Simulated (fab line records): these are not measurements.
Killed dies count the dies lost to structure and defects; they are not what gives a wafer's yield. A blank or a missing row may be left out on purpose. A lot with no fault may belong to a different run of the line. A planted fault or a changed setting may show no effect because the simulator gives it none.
Which of the tools did it?    flow berkeley_cmos170    Sampling: 7 lots, 21 wafers, 2 of 331 route steps

## WHAT THE GAUGES READ, wafer by wafer
UCB170_M2_RS_MEAS_02: measurement is done with a four-point probe.
lot   measured      on             M2_AL_RS (ohm/sq)
L328  day 7 20:04   film_metro-03  0.0321 0.0325 0.0323
L329  day 8 03:00   film_metro-02  0.0316 0.0314 0.0315
L332  day 8 21:21   film_metro-03  0.0316 0.0314 0.0317
L335  day 9 10:16   film_metro-04  0.0318 0.0316 0.0319
L337  day 9 23:44   film_metro-03  0.0317 0.0321 0.0319
L342  day 11 02:21  film_metro-02  0.0322 0.0323 0.0322
L350  day 12 07:04  film_metro-03  0.0319 0.0320 0.0320

## WHAT TOOL EACH LOT RAN ON (gives the tool, then ch and the chambers of the sampled wafers, and finally the start)
lot   UCB170_M2_SPUTTER_01
L328  pvd_sputter-03, day 7 19:59
L329  pvd_sputter-03, day 8 02:53
L332  pvd_sputter-04, day 8 21:15
L335  pvd_sputter-02, day 9 10:11
L337  pvd_sputter-02, day 9 23:38
L342  pvd_sputter-03, day 11 02:16
L350  pvd_sputter-04, day 12 06:57
- UCB170_M2_SPUTTER_01: material Al, target thk 900 nm, time 120 s.

## THE ANSWER, worked out from the rows above alone
Rule: the usual values come from the lots themselves. The widest of any qualifying gaps counts: lots, ordered by their means at a reading, are off when they make up no more than a third of the lots, leave a main group of 4 or more, and stand apart from it by 3 or more times the standard deviation of that group's means. A main group is skipped when, at the precision printed for the reading in the tables above, its means are all equal. A lot without any number at a reading at which 4 lots or more have one is off too. Where the step has rows for the other lots, those lots are counted as sound.
Across all readings shown, no lot is off: no conclusion can be drawn from this.

## WHAT THE SIMULATOR HAD INSERTED
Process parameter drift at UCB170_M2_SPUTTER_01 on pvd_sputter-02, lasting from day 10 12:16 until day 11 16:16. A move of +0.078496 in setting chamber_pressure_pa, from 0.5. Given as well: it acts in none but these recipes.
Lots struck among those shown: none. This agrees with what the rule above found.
